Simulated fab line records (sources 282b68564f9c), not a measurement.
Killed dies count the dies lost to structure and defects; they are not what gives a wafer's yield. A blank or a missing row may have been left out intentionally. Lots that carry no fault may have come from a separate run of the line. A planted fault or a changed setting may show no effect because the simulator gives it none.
fab line records -- flow ritCmos
[record] lots = 6, wafers = 18, lastDay = 7
route steps=202 shown PRETRO@69 GATE@75 FOX2@80 REOX@98 NLDD@103 M1@202
lots with no fault: from the same line, run without faults
startH: the number of hours between the record's first day and the start of the first shown wafer of the lot -- waitH: hours elapsed since this lot's preceding step -- " identical to the entry in the row above -- L1.1+2: a row that stands for several wafers -- - either no value or no given start -- * or withheld: withheld -- < > ~ a bound
route shown NAME@n: a module of which the file shows steps, and the number in the route of the first -- usual: the fault-free wafers' mean and standard deviation -- same: alike in all rows -- chamber/n: place in a boat -- sites: per-site readings -- _std_site: the standard deviation of these -- _edge_site: outer sites' mean less inner sites' -- radiusMm: how far each site lies from the wafer's centre -- mask NAME#n: copy n -- behind: the last tool/chamber to shape the wafer -- hold: the reason the lot was held/the length of the hold in hours/how it ended -- device: names the non-switching transistor (n, p or np) -- end of line: at the end of the route, the tests of the same wafers -- step lacking rows: just its recipe -- killed: the dies lost at the first sort to structure and to defects; this is not the yield of the wafer -- map: dies across one wafer; x = killed, . = not, _ = none there
set.NAME: the setting as run; set.NAME@STEP: as run at that earlier step -- model.NAME: the simulator's own value behind a step, which no gauge read
lots seen at some steps along the route; tables by step, rows by wafer
services: from which hour (startH, from the record's first day; less than 0 if before it) a tool's chamber was out of use, for how many hours, and why
[[steps]]
[step RIT_PRETRO_DEVELOP_05]
[recipe] resist = NOVOLAK, developTimeS = 68, devTempC = 23
[step RIT_PRETRO_OVL_MEAS_06]
[usual] PRETRO_OVL = 0.5/1.4
lot.wafer,tool,chamber,startH,waitH,PRETRO_OVL[nm]
L903.1,overlay-01,-,32.15,-,1.0
L903.2,overlay-01,-,32.15,-,2.8
L903.5,overlay-01,-,32.15,-,1.8
L914.1,overlay-01,-,87.46,-,2.1
L914.3,overlay-01,-,87.46,-,1.9
L914.5,overlay-01,-,87.46,-,1.5
L921.2,overlay-01,-,120.99,-,1.6
L921.3,overlay-01,-,120.99,-,0.8
L921.6,overlay-01,-,120.99,-,-0.8
L922.1,overlay-01,-,126.26,-,-1.0
L922.4,overlay-01,-,126.26,-,-1.5
L922.6,overlay-01,-,126.26,-,0.4
L923.3,overlay-02,-,130.68,-,-0.7
L923.4,overlay-02,-,130.68,-,-1.9
L923.6,overlay-02,-,130.68,-,0.0
L924.1,overlay-01,-,136.38,-,1.1
L924.5,overlay-01,-,136.38,-,2.1
L924.6,overlay-01,-,136.38,-,0.3
[step RIT_PRETRO_HARDBAKE_07]
[recipe] resist = NOVOLAK, tempC = 140, timeS = 120
[step RIT_PRETRO_IMPLANT_08]
[recipe] species = B, energyKev = 45, doseCm2 = 1.21e+13, tiltDeg = 7
[step RIT_PRETRO_STRIP_09]
[recipe] chemistry = O2, timeS = 180, resist = NOVOLAK, platenTempC = withheld, powerW = 500, pressureMtorr = 4000, o2FlowSccm = 4000
[usual] drypumpMotorCurrentA = 5.6/0.46
lot.wafer,tool,chamber,startH,waitH,drypumpMotorCurrentA,rfHoursCounterH
L903.1,plasmaAsher-01,0,32.58,0.1,4.8,38
L903.2,plasmaAsher-01,1,32.58,0.1,5.8,38
L903.5,plasmaAsher-01,0,32.58,0.1,4.8,-
L914.1,plasmaAsher-02,1,87.89,0.1,6.2,46
L914.3,plasmaAsher-02,1,87.89,0.1,6.2,-
L914.5,plasmaAsher-02,0,87.89,0.1,5.2,-
L921.2,plasmaAsher-04,0,121.42,0.1,6.0,35
L921.3,plasmaAsher-04,1,121.42,0.1,5.4,-
L921.6,plasmaAsher-04,0,121.42,0.1,6.0,-
L922.1,plasmaAsher-04,0,126.70,0.1,6.0,36
L922.4,plasmaAsher-04,0,126.70,0.1,6.1,-
L922.6,plasmaAsher-04,0,126.70,0.1,6.0,-
L923.3,plasmaAsher-04,1,131.21,0.1,5.4,-
L923.4,plasmaAsher-04,0,131.21,0.1,6.1,-
L923.6,plasmaAsher-04,1,131.21,0.1,5.4,-
L924.1,plasmaAsher-01,0,136.82,0.1,4.8,51
L924.5,plasmaAsher-01,1,136.82,0.1,5.7,-
L924.6,plasmaAsher-01,0,136.82,0.1,4.8,-
[step RIT_PRETRO_TW_MEAS_10]
[usual] PRETRO_TW = 475/4.2
lot.wafer,tool,chamber,startH,waitH,PRETRO_TW
L903.1,filmMetro-04,-,32.76,0.1,475
L903.2,filmMetro-04,-,32.76,0.1,476
L903.5,filmMetro-04,-,32.76,0.1,473
L914.1,filmMetro-04,-,88.07,0.1,471
L914.3,filmMetro-04,-,88.07,0.1,469
L914.5,filmMetro-04,-,88.07,0.1,468
L921.2,filmMetro-04,-,121.61,0.1,475
L921.3,filmMetro-04,-,121.61,0.1,472
L921.6,filmMetro-04,-,121.61,0.1,473
L922.1,filmMetro-01,-,126.87,0.1,479
L922.4,filmMetro-01,-,126.87,0.1,478
L922.6,filmMetro-01,-,126.87,0.1,478
L923.3,filmMetro-02,-,131.35,0.1,471
L923.4,filmMetro-02,-,131.35,0.1,473
L923.6,filmMetro-02,-,131.35,0.1,472
L924.1,filmMetro-04,-,136.99,0.1,474
L924.5,filmMetro-04,-,136.99,0.1,473
L924.6,filmMetro-04,-,136.99,0.1,475
[step RIT_GATE_WET_ETCH_00]
[recipe] chemistry = BOE, target = SiO2, targetDepthNm = 56, timeS = 60, dry = n2Spin, dilution = 10:1, tempC = 21.5
[step RIT_GATE_CLEAN_01]
[recipe] chemistry = SC1, mix = 3:3:50, timeS = 600, tempC = 75
[step RIT_GATE_CLEAN_02]
[recipe] chemistry = dHF, dilution = 50:1, timeS = 30
[step RIT_GATE_CLEAN_03]
[recipe] chemistry = SC2, mix = 3:3:50, timeS = 600, tempC = 75, dry = n2Spin
[step RIT_GATE_CLEAN_04]
[recipe] chemistry = dHF, dilution = 50:1, timeS = 60, dry = n2Spin
[step RIT_FOX2_THK_MEAS_91]
[recipe] reads = SiO2_of_FOX2_OXIDATION_00
[usual] FIELD_OXIDE_LEFT_2_THK = 257/6.7
lot.wafer,tool,chamber,startH,waitH,FIELD_OXIDE_LEFT_2_THK[nm]
L903.1,filmMetro-03,-,33.23,0.0,262
L903.2,filmMetro-03,-,33.23,0.0,262
L903.5,filmMetro-03,-,33.23,0.0,261
L914.1,filmMetro-04,-,88.54,0.0,267
L914.3,filmMetro-04,-,88.54,0.0,259
L914.5,filmMetro-04,-,88.54,0.0,259
L921.2,filmMetro-03,-,122.10,0.0,250
L921.3,filmMetro-03,-,122.10,0.0,246
L921.6,filmMetro-03,-,122.10,0.0,248
L922.1,filmMetro-03,-,127.35,0.0,245
L922.4,filmMetro-03,-,127.35,0.0,248
L922.6,filmMetro-03,-,127.35,0.0,250
L923.3,filmMetro-02,-,131.83,0.0,261
L923.4,filmMetro-02,-,131.83,0.0,255
L923.6,filmMetro-02,-,131.83,0.0,260
L924.1,filmMetro-02,-,137.51,0.0,248
L924.5,filmMetro-02,-,137.51,0.0,246
L924.6,filmMetro-02,-,137.51,0.0,251
[step RIT_GATE_OXIDATION_05]
[recipe] tempC = 900, ambient = O2, targetThkA = 30, oxTimeS = 270
[usual] tubeCenterTempC = 900/0.087, tube_center_temp_C_max = 902.3/0.38
[same] oxTimeS = 270
lot.wafer,tool,chamber,startH,waitH,tubeCenterTempC,tube_center_temp_C_max
L903.1,furnace-04,0,33.29,0.1,899.97,903.4
L903.2,furnace-04,0,33.29,0.1,900.03,902.8
L903.5,furnace-04,0,33.29,0.1,899.91,902.3
L914.1,furnace-03,0,89.87,1.3,900.14,901.8
L914.3,furnace-03,0,89.87,1.3,900.03,902.6
L914.5,furnace-03,0,89.87,1.3,899.97,902.4
L921.2,furnace-03,0,122.15,0.0,899.95,902.4
L921.3,furnace-03,0,122.15,0.0,900,902.3
L921.6,furnace-03,0,122.15,0.0,900.02,902.3
L922.1,furnace-03,0,128.40,1.0,900,902.1
L922.4,furnace-03,0,128.40,1.0,900.05,902.3
L922.6,furnace-03,0,128.40,1.0,899.98,902.4
L923.3,furnace-02,0,131.87,0.0,899.86,901.7
L923.4,furnace-02,0,131.87,0.0,900.03,902.2
L923.6,furnace-02,0,131.87,0.0,899.9,901.6
L924.1,furnace-04,0,138.31,0.8,900.09,902.5
L924.5,furnace-04,0,138.31,0.8,899.93,901.8
L924.6,furnace-04,0,138.31,0.8,900.05,902.6
[step RIT_GATE_ANNEAL_06]
[recipe] tempC = 900, timeS = 600, ambient = N2O
[step RIT_GATE_THK_MEAS_07]
[recipe] reads = SiO2_of_GATE_OXIDATION_05
[usual] GATE_OXIDE_THK = 3.02/0.069
lot.wafer,tool,chamber,startH,waitH,GATE_OXIDE_THK[nm]
L903.1,filmMetro-02,-,34.62,0.0,2.92
L903.2,filmMetro-02,-,34.62,0.0,3.03
L903.5,filmMetro-02,-,34.62,0.0,2.99
L914.1,filmMetro-03,-,92.51,0.0,3.06
L914.3,filmMetro-03,-,92.51,0.0,3.01
L914.5,filmMetro-03,-,92.51,0.0,3.03
L921.2,filmMetro-04,-,123.48,0.0,2.88
L921.3,filmMetro-04,-,123.48,0.0,2.85
L921.6,filmMetro-04,-,123.48,0.0,2.87
L922.1,filmMetro-04,-,129.72,0.0,2.98
L922.4,filmMetro-04,-,129.72,0.0,3.00
L922.6,filmMetro-04,-,129.72,0.0,3.01
L923.3,filmMetro-03,-,133.21,0.0,2.91
L923.4,filmMetro-03,-,133.21,0.0,3.01
L923.6,filmMetro-03,-,133.21,0.0,3.01
L924.1,filmMetro-02,-,139.64,0.0,3.03
L924.5,filmMetro-02,-,139.64,0.0,2.94
L924.6,filmMetro-02,-,139.64,0.0,2.98
[step RIT_GATE_CVD_08]
[recipe] material = poly-Si, targetThkNm = 250, tempC = 610, precursor = SiH4, timeS = 2220, pressureMtorr = 300, sih4FlowSccm = 100
[step RIT_GATE_THK_MEAS_09]
[recipe] reads = poly-Si_of_GATE_CVD_08
[usual] GATE_POLY_THK = 248.8/2.8
lot.wafer,tool,chamber,startH,waitH,GATE_POLY_THK[nm]
L903.1,filmMetro-04,-,36.29,0.0,254.3
L903.2,filmMetro-04,-,36.29,0.0,251.2
L903.5,filmMetro-04,-,36.29,0.0,253.0
L914.1,filmMetro-04,-,94.18,0.0,247.1
L914.3,filmMetro-04,-,94.18,0.0,249.1
L914.5,filmMetro-04,-,94.18,0.0,248.6
L921.2,filmMetro-04,-,125.16,0.0,247.2
L921.3,filmMetro-04,-,125.16,0.0,244.8
L921.6,filmMetro-04,-,125.16,0.0,248.2
L922.1,filmMetro-03,-,131.40,0.0,251.2
L922.4,filmMetro-03,-,131.40,0.0,252.3
L922.6,filmMetro-03,-,131.40,0.0,250.5
L923.3,filmMetro-04,-,134.89,0.0,249.4
L923.4,filmMetro-04,-,134.89,0.0,248.4
L923.6,filmMetro-04,-,134.89,0.0,248.8
L924.1,filmMetro-04,-,141.31,0.0,249.6
L924.5,filmMetro-04,-,141.31,0.0,247.3
L924.6,filmMetro-04,-,141.31,0.0,248.7
[step RIT_GATE_HMDS_10]
[recipe] primeTimeS = 60, primeTempC = 140
[step RIT_GATE_COAT_11]
[recipe] resist = NOVOLAK, spinRpm = 4250, resistThkNm = 850
[step RIT_GATE_SOFTBAKE_12]
[recipe] resist = NOVOLAK, tempC = 90, timeS = 60
[step RIT_GATE_EXPOSE_13]
[recipe] maskId = M6, na = 0.6, sourceShape = conventional, sigmaOuter = 0.6, targetCdNm = 150, doseMj = 380
[step RIT_GATE_PEB_14]
[recipe] resist = NOVOLAK, tempC = withheld, timeS = withheld
[step RIT_GATE_DEVELOP_15]
[recipe] resist = NOVOLAK, developTimeS = 47.86, devTempC = 23
[step RIT_GATE_CD_MEAS_16]
[recipe] targetCdNm = 150
[usual] cdNm = 149.6/2.5
lot.wafer,tool,chamber,startH,waitH,cdNm
L903.1,cdSem-01,-,37.21,-,151.6
L903.2,cdSem-01,-,37.21,-,153.7
L903.5,cdSem-01,-,37.21,-,151.4
L914.1,cdSem-01,-,95.22,-,156.0
L914.3,cdSem-01,-,95.22,-,150.8
L914.5,cdSem-01,-,95.22,-,151.0
L921.2,cdSem-02,-,126.21,-,147.0
L921.3,cdSem-02,-,126.21,-,150.6
L921.6,cdSem-02,-,126.21,-,150.5
L922.1,cdSem-01,-,132.31,-,153.1
L922.4,cdSem-01,-,132.31,-,152.1
L922.6,cdSem-01,-,132.31,-,153.7
L923.3,cdSem-02,-,135.82,-,148.3
L923.4,cdSem-02,-,135.82,-,147.6
L923.6,cdSem-02,-,135.82,-,146.8
L924.1,cdSem-01,-,142.26,-,152.4
L924.5,cdSem-01,-,142.26,-,152.5
L924.6,cdSem-01,-,142.26,-,154.9
[step RIT_GATE_OVL_MEAS_17]
[usual] GATE_OVL = -1.2/1.4
lot.wafer,tool,chamber,startH,waitH,GATE_OVL[nm]
L903.1,overlay-02,-,37.33,0.1,0.7
L903.2,overlay-02,-,37.33,0.1,-0.4
L903.5,overlay-02,-,37.33,0.1,-0.1
L914.1,overlay-01,-,95.34,0.1,-1.4
L914.3,overlay-01,-,95.34,0.1,-0.5
L914.5,overlay-01,-,95.34,0.1,-1.4
L921.2,overlay-02,-,126.31,0.1,-2.1
L921.3,overlay-02,-,126.31,0.1,-1.8
L921.6,overlay-02,-,126.31,0.1,-3.9
L922.1,overlay-01,-,132.43,0.1,0.9
L922.4,overlay-01,-,132.43,0.1,-0.2
L922.6,overlay-01,-,132.43,0.1,-0.3
L923.3,overlay-02,-,135.91,0.1,-1.3
L923.4,overlay-02,-,135.91,0.1,-2.4
L923.6,overlay-02,-,135.91,0.1,0.1
L924.1,overlay-02,-,142.38,0.1,0.2
L924.5,overlay-02,-,142.38,0.1,1.0
L924.6,overlay-02,-,142.38,0.1,-1.8
[step RIT_GATE_HARDBAKE_18]
[recipe] resist = NOVOLAK, tempC = 140, timeS = 60
[step RIT_GATE_ETCH_19]
[recipe] chemistry = SF6/CHF3/O2, timeS = 165, SF6_flow_sccm = 30, CHF3_flow_sccm = 30, O2_flow_sccm = 5, target = poly-Si, pressureMtorr = 40, rfW = 160, targetDepthA = 3125, overEtchFrac = 0.25, stopOn = SiO2
[usual] CHF3_flow_sccm = 30.01/0.089, drypumpMotorCurrentA = 5.7/0.67, oesProductAu = 0.842/0.011, throttleValvePct = 10.22/0.17
lot.wafer,tool,chamber,startH,waitH,CHF3_flow_sccm,drypumpMotorCurrentA,oesProductAu,rfHoursCounterH,throttleValvePct
L903.1,rieSi-01,1,37.51,0.1,29.87,5.5,0.847,143,10.20
L903.2,rieSi-01,3,37.51,0.1,29.91,6.0,0.852,1,10.22
L903.5,rieSi-01,1,37.51,0.1,29.90,5.5,0.840,-,10.20
L914.1,rieSi-02,2,95.52,0.1,29.96,4.7,0.826,92,10.10
L914.3,rieSi-02,3,95.52,0.1,30.01,6.8,0.848,84,10.20
L914.5,rieSi-02,0,95.52,0.1,30.09,6.1,0.844,-,10.01
L921.2,rieSi-01,2,126.49,0.1,30.14,5.2,0.824,0,10.07
L921.3,rieSi-01,1,126.49,0.1,30.03,5.5,0.817,144,10.20
L921.6,rieSi-01,2,126.49,0.1,30.01,5.2,0.828,-,10.08
L922.1,rieSi-02,1,132.71,0.1,29.96,4.8,0.843,144,10.56
L922.4,rieSi-02,3,132.71,0.1,29.95,6.8,0.855,84,10.18
L922.6,rieSi-02,1,132.71,0.1,30.07,4.7,0.830,-,10.54
L923.3,rieSi-01,3,136.10,0.1,30.07,6.0,0.847,2,10.22
L923.4,rieSi-01,0,136.10,0.1,29.95,6.3,0.854,3,10.45
L923.6,rieSi-01,3,136.10,0.1,30.02,5.9,0.838,-,10.22
L924.1,rieSi-02,2,142.56,0.1,29.97,4.8,0.837,93,10.12
L924.5,rieSi-02,3,142.56,0.1,29.96,6.8,0.840,-,10.20
L924.6,rieSi-02,2,142.56,0.1,30.13,4.7,0.838,-,10.07
[step RIT_GATE_STRIP_20]
[recipe] chemistry = O2, timeS = 180, resist = NOVOLAK, platenTempC = withheld, powerW = 500, pressureMtorr = 4000, o2FlowSccm = 4000
[usual] drypumpMotorCurrentA = 5.7/0.49
lot.wafer,tool,chamber,startH,waitH,drypumpMotorCurrentA,rfHoursCounterH
L903.1,plasmaAsher-04,1,37.62,0.1,5.4,25
L903.2,plasmaAsher-04,0,37.62,0.1,6.0,25
L903.5,plasmaAsher-04,0,37.62,0.1,6.1,-
L914.1,plasmaAsher-03,1,95.63,0.1,6.1,41
L914.3,plasmaAsher-03,0,95.63,0.1,5.0,-
L914.5,plasmaAsher-03,0,95.63,0.1,5.0,-
L921.2,plasmaAsher-02,1,126.60,0.1,6.2,1
L921.3,plasmaAsher-02,0,126.60,0.1,5.2,-
L921.6,plasmaAsher-02,1,126.60,0.1,6.2,-
L922.1,plasmaAsher-04,0,132.81,0.1,6.0,36
L922.4,plasmaAsher-04,0,132.81,0.1,6.0,-
L922.6,plasmaAsher-04,1,132.81,0.1,5.4,-
L923.3,plasmaAsher-02,0,136.27,0.1,5.2,-
L923.4,plasmaAsher-02,1,136.27,0.1,6.2,-
L923.6,plasmaAsher-02,1,136.27,0.1,6.2,-
L924.1,plasmaAsher-04,0,142.67,0.1,6.0,37
L924.5,plasmaAsher-04,1,142.67,0.1,5.4,-
L924.6,plasmaAsher-04,0,142.67,0.1,6.0,-
[step RIT_GATE_CD_MEAS_90]
[recipe] targetCdNm = 150
[usual] cdNm = 149.6/2.5
lot.wafer,tool,chamber,startH,waitH,cdNm
L903.1,cdSem-01,-,40.26,2.6,151.2
L903.2,cdSem-01,-,40.26,2.6,153.7
L903.5,cdSem-01,-,40.26,2.6,151.3
L914.1,cdSem-01,-,95.81,0.1,156.2
L914.3,cdSem-01,-,95.81,0.1,151.3
L914.5,cdSem-01,-,95.81,0.1,150.9
L921.2,cdSem-02,-,126.80,0.1,146.9
L921.3,cdSem-02,-,126.80,0.1,150.0
L921.6,cdSem-02,-,126.80,0.1,150.3
L922.1,cdSem-01,-,132.99,0.1,152.7
L922.4,cdSem-01,-,132.99,0.1,151.7
L922.6,cdSem-01,-,132.99,0.1,153.8
L923.3,cdSem-02,-,136.42,0.1,148.0
L923.4,cdSem-02,-,136.42,0.1,147.9
L923.6,cdSem-02,-,136.42,0.1,146.8
L924.1,cdSem-02,-,142.84,0.1,152.4
L924.5,cdSem-02,-,142.84,0.1,153.0
L924.6,cdSem-02,-,142.84,0.1,154.9
[step RIT_REOX_CLEAN_00]
[recipe] chemistry = SC1, mix = 3:3:50, timeS = 600, tempC = 75
[step RIT_REOX_CLEAN_01]
[recipe] chemistry = dHF, dilution = 50:1, timeS = 30
[step RIT_REOX_CLEAN_02]
[recipe] chemistry = SC2, mix = 3:3:50, timeS = 600, tempC = 75, dry = n2Spin
[step RIT_REOX_OXIDATION_03]
[recipe] tempC = 900, ambient = O2, targetThkA = 252, oxTimeS = 5310
[step RIT_REOX_THK_MEAS_04]
[recipe] reads = SiO2_of_REOX_OXIDATION_03
[usual] REOX_OXIDE_THK = 24.4/0.5
lot.wafer,tool,chamber,startH,waitH,REOX_OXIDE_THK[nm]
L903.1,filmMetro-01,-,43.33,0.0,24.7
L903.2,filmMetro-01,-,43.33,0.0,25.0
L903.5,filmMetro-01,-,43.33,0.0,24.9
L914.1,filmMetro-01,-,101.18,0.0,24.3
L914.3,filmMetro-01,-,101.18,0.0,24.6
L914.5,filmMetro-01,-,101.18,0.0,24.1
L921.2,filmMetro-03,-,129.85,0.0,23.4
L921.3,filmMetro-03,-,129.85,0.0,23.6
L921.6,filmMetro-03,-,129.85,0.0,23.6
L922.1,filmMetro-03,-,136.03,0.0,24.9
L922.4,filmMetro-03,-,136.03,0.0,25.2
L922.6,filmMetro-03,-,136.03,0.0,24.7
L923.3,filmMetro-04,-,139.49,0.0,24.4
L923.4,filmMetro-04,-,139.49,0.0,24.1
L923.6,filmMetro-04,-,139.49,0.0,24.0
L924.1,filmMetro-01,-,146.67,0.0,23.7
L924.5,filmMetro-01,-,146.67,0.0,23.4
L924.6,filmMetro-01,-,146.67,0.0,23.7
[step RIT_NLDD_HMDS_00]
[recipe] primeTimeS = 60, primeTempC = 140
[step RIT_NLDD_COAT_01]
[recipe] resist = NOVOLAK, spinRpm = 3250, resistThkNm = 1000
[step RIT_NLDD_SOFTBAKE_02]
[recipe] resist = NOVOLAK, tempC = 90, timeS = 60
[step RIT_NLDD_EXPOSE_03]
[recipe] maskId = M7, na = 0.57, targetCdNm = 40700, doseMj = 250
[step RIT_NLDD_PEB_04]
[recipe] resist = NOVOLAK, tempC = withheld, timeS = withheld
[step RIT_NLDD_DEVELOP_05]
[recipe] resist = NOVOLAK, developTimeS = 50, devTempC = 23
[step RIT_NLDD_OVL_MEAS_06]
[usual] NLDD_OVL = 0.1/1.5
lot.wafer,tool,chamber,startH,waitH,NLDD_OVL[nm]
L903.1,overlay-02,-,44.32,-,1.2
L903.2,overlay-02,-,44.32,-,0.1
L903.5,overlay-02,-,44.32,-,1.7
L914.1,overlay-02,-,102.09,-,-2.1
L914.3,overlay-02,-,102.09,-,-0.9
L914.5,overlay-02,-,102.09,-,-1.3
L921.2,overlay-02,-,130.76,-,-1.1
L921.3,overlay-02,-,130.76,-,0.3
L921.6,overlay-02,-,130.76,-,0.9
L922.1,overlay-01,-,137.08,-,0.8
L922.4,overlay-01,-,137.08,-,1.2
L922.6,overlay-01,-,137.08,-,-0.1
L923.3,overlay-02,-,140.40,-,-1.8
L923.4,overlay-02,-,140.40,-,0.2
L923.6,overlay-02,-,140.40,-,-0.3
L924.1,overlay-01,-,147.89,-,0.2
L924.5,overlay-01,-,147.89,-,-3.8
L924.6,overlay-01,-,147.89,-,-1.4
[step RIT_NLDD_HARDBAKE_07]
[recipe] resist = NOVOLAK, tempC = 140, timeS = 60
[step RIT_M1_PROBE_99]
[usual] killedAtContacts = 0.1/0.36, killedAtFrontEnd = 7.2/2.9, killedDies = 7.4/2.9, killedOpen = 3.8/2, killedShort = 3.5/2
[same] grossDies = 264, killed_at_M0_to_M3 = 0, killed_at_M4_up = 0, killedAtBackSide = 0, killedAtOther = 0
lot.wafer,tool,chamber,startH,waitH,killedAtContacts,killedAtFrontEnd,killedDies,killedOpen,killedShort
L903.1,prober-02,-,59.97,0.1,0,13,13,4,9
L903.2,prober-02,-,60.02,0.1,0,11,11,7,4
L903.5,prober-02,-,60.17,0.2,1,9,10,5,5
L914.1,prober-02,-,118.24,0.1,0,13,13,6,7
L914.3,prober-02,-,118.34,0.2,0,6,6,3,3
L914.5,prober-02,-,118.44,0.2,0,10,10,7,3
L921.2,prober-01,-,147.16,0.1,0,15,15,3,1
L921.3,prober-01,-,147.21,0.2,0,20,20,5,3
L921.6,prober-01,-,147.36,0.2,1,17,18,5,7
L922.1,prober-02,-,153.02,0.1,0,16,16,3,3
L922.4,prober-02,-,153.17,0.2,0,22,22,4,7
L922.6,prober-02,-,153.27,0.2,0,19,19,6,3
L923.3,prober-01,-,156.33,0.2,0,4,4,2,2
L923.4,prober-01,-,156.38,0.2,0,7,7,5,2
L923.6,prober-01,-,156.48,0.2,0,9,9,3,6
L924.1,prober-02,-,163.32,0.1,0,7,7,6,1
L924.5,prober-02,-,163.52,0.2,0,5,5,1,4
L924.6,prober-02,-,163.57,0.2,0,17,17,8,9
// killed by level:class
L903.1 GATE:geometricParticle:short=6 SPACER:geometricParticle:open=3 FOX1:geometricParticle:open=1 FOX2:geometricParticle:short=1 REOX:geometricParticle:short=1 SPACER:geometricParticle:short=1
L903.2 GATE:geometricParticle:open=6 GATE:geometricParticle:short=2 FOX1:geometricParticle:short=1 SPACER:geometricParticle:short=1 SPACER:geometricParticle:open=1
L903.5 GATE:geometricParticle:open=5 SPACER:geometricParticle:short=2 FOX2:geometricParticle:short=1 GATE:geometricParticle:short=1 CONTACT:geometricParticle:short=1
L914.1 FOX2:geometricParticle:open=2 FOX2:geometricParticle:short=2 GATE:geometricParticle:short=2 GATE:geometricParticle:open=2 SPACER:geometricParticle:short=2 FOX1:geometricParticle:open=1 REOX:geometricParticle:short=1 REOX:geometricParticle:open=1
L914.3 FOX2:geometricParticle:short=2 GATE:geometricParticle:short=1 GATE:geometricParticle:open=1 REOX:geometricParticle:open=1 SILICIDE:geometricParticle:open=1
L914.5 GATE:geometricParticle:open=5 FOX1:geometricParticle:short=1 FOX1:geometricParticle:open=1 FOX2:geometricParticle:short=1 GATE:geometricParticle:short=1 SPACER:geometricParticle:open=1
L921.2 GATE:unspecified=11 GATE:geometricParticle:open=3 SILICIDE:geometricParticle:short=1
L921.3 GATE:unspecified=11 GATE:geometricParticle:open=3 GATE:geometricParticle:short=2 FOX1:geometricParticle:open=1 FOX2:geometricParticle:short=1 FOX2:geometricParticle:open=1 NLDD:coatMicrobubblePrinted=1
L921.6 GATE:unspecified=6 FOX2:geometricParticle:short=2 GATE:geometricParticle:short=2 REOX:geometricParticle:open=2 REOX:geometricParticle:short=2 FOX2:geometricParticle:open=1 GATE:geometricParticle:open=1 SPACER:geometricParticle:open=1
L922.1 GATE:unspecified=10 GATE:geometricParticle:open=2 SILICIDE:geometricParticle:short=2 SPACER:geometricParticle:short=1 SILICIDE:geometricParticle:open=1
L922.4 GATE:unspecified=11 FOX1:geometricParticle:short=2 GATE:geometricParticle:short=2 SPACER:geometricParticle:open=2 FOX2:geometricParticle:short=1 GATE:geometricParticle:open=1 SPACER:geometricParticle:short=1 SILICIDE:geometricParticle:short=1
L922.6 GATE:unspecified=10 GATE:geometricParticle:open=2 SILICIDE:geometricParticle:short=2 SILICIDE:geometricParticle:open=2 REOX:geometricParticle:short=1 REOX:geometricParticle:open=1 SPACER:geometricParticle:open=1
L923.3 GATE:geometricParticle:open=2 REOX:geometricParticle:short=1 SPACER:geometricParticle:short=1
L923.4 GATE:geometricParticle:open=3 FOX1:geometricParticle:short=1 SPACER:geometricParticle:open=1 SILICIDE:geometricParticle:open=1 SILICIDE:geometricParticle:short=1
L923.6 FOX1:geometricParticle:short=3 SPACER:geometricParticle:short=2 FOX1:geometricParticle:open=1 GATE:geometricParticle:open=1 REOX:geometricParticle:short=1 REOX:geometricParticle:open=1
L924.1 GATE:geometricParticle:open=4 SPACER:geometricParticle:open=2 GATE:geometricParticle:short=1
L924.5 FOX1:geometricParticle:short=2 FOX1:geometricParticle:open=1 GATE:geometricParticle:short=1 SILICIDE:geometricParticle:short=1
L924.6 FOX1:geometricParticle:short=3 GATE:geometricParticle:short=3 GATE:geometricParticle:open=3 FOX1:geometricParticle:open=2 SILICIDE:geometricParticle:open=2 ACTIVE:geometricParticle:short=1 FOX2:geometricParticle:open=1 REOX:geometricParticle:short=1
// map L921.3 (x killed, . not)
________......._______
_____.....x.......____
____......x.x......___
___....x............__
__...............x..._
__.x................._
_....x...x............
_.....................
_.....................
_.......x.x.........x.
__....x.............._
__.x.......xx........_
___..x....x...x.....__
____x..............___
_____x............____
________......._______
// map L922.4 (x killed, . not)
________......._______
_____.......xx....____
____............x..___
___.....x.x.........__
__..x................_
__.................xx_
_..................x..
_.....................
_x......x............x
_.....................
__....x...x.........._
__................x.._
___..............x..__
____.x.........x...___
_____.x.....x...x.____
________.x....._______
[[services]]
tool,chamber,startH,hours,kind
plasmaAsher-03,-,32.97,16.7,repair
plasmaAsher-04,-,46.32,3.4,repair
furnace-03,-,54.61,3.2,pm
plasmaAsher-03,-,62.75,3.1,repair
plasmaAsher-03,-,66.82,15.6,pm
rieSi-01,0,67.39,0.9,repair
furnace-04,-,68.48,2.6,pm
rieSi-01,2,82.81,-,clean
rieSi-01,2,82.81,15.3,scheduledDown
rieSi-01,2,82.81,15.3,ventCycle
rieSi-02,1,106.46,2.9,repair
plasmaAsher-02,-,107.56,3.9,repair
plasmaAsher-04,-,108.75,1.5,repair
plasmaAsher-02,-,111.42,9.0,pm
plasmaAsher-02,0,111.42,9.0,ventCycle
plasmaAsher-02,1,111.42,9.0,ventCycle
plasmaAsher-02,0,120.42,-,clean
plasmaAsher-02,1,120.42,-,clean
rieSi-02,2,138.31,3.5,repair
rieSi-02,1,141.82,-,clean
rieSi-02,1,141.82,18.2,scheduledDown
rieSi-02,1,141.82,18.2,ventCycle
[[key]]
[firstSign] step = RIT_M1_PROBE_99, reading = killedAtFrontEnd, direction = up, sigmas = 3.8, usual = 7.2, struck = 18.2
[effect] step = RIT_M1_PROBE_99, reading = killedDies, direction = up, sigmas = 3.7, usual = 7.4, struck = 18.3
metAt RIT_GATE_OXIDATION_05
struckWafers L921.2,L921.3,L921.6,L922.1,L922.4,L922.6
testerLeftOut L921,L922
onsetBetween 89.87 122.15
[fault] kind = chamberParticleSource, tool = furnace-03, chamber = 0, onsetH = 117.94, steps = RIT_GATE_OXIDATION_05, ratePerVisitCm2 = 0.069228, endH = 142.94
// testerLeftOut: of these lots the tester's yield and bins aren't shown, on N5 and GAA mostly nor the transistor test; their killed dies are dies lost to structure and defects alone, not to doping, threshold or leakage, so they don't give the yield
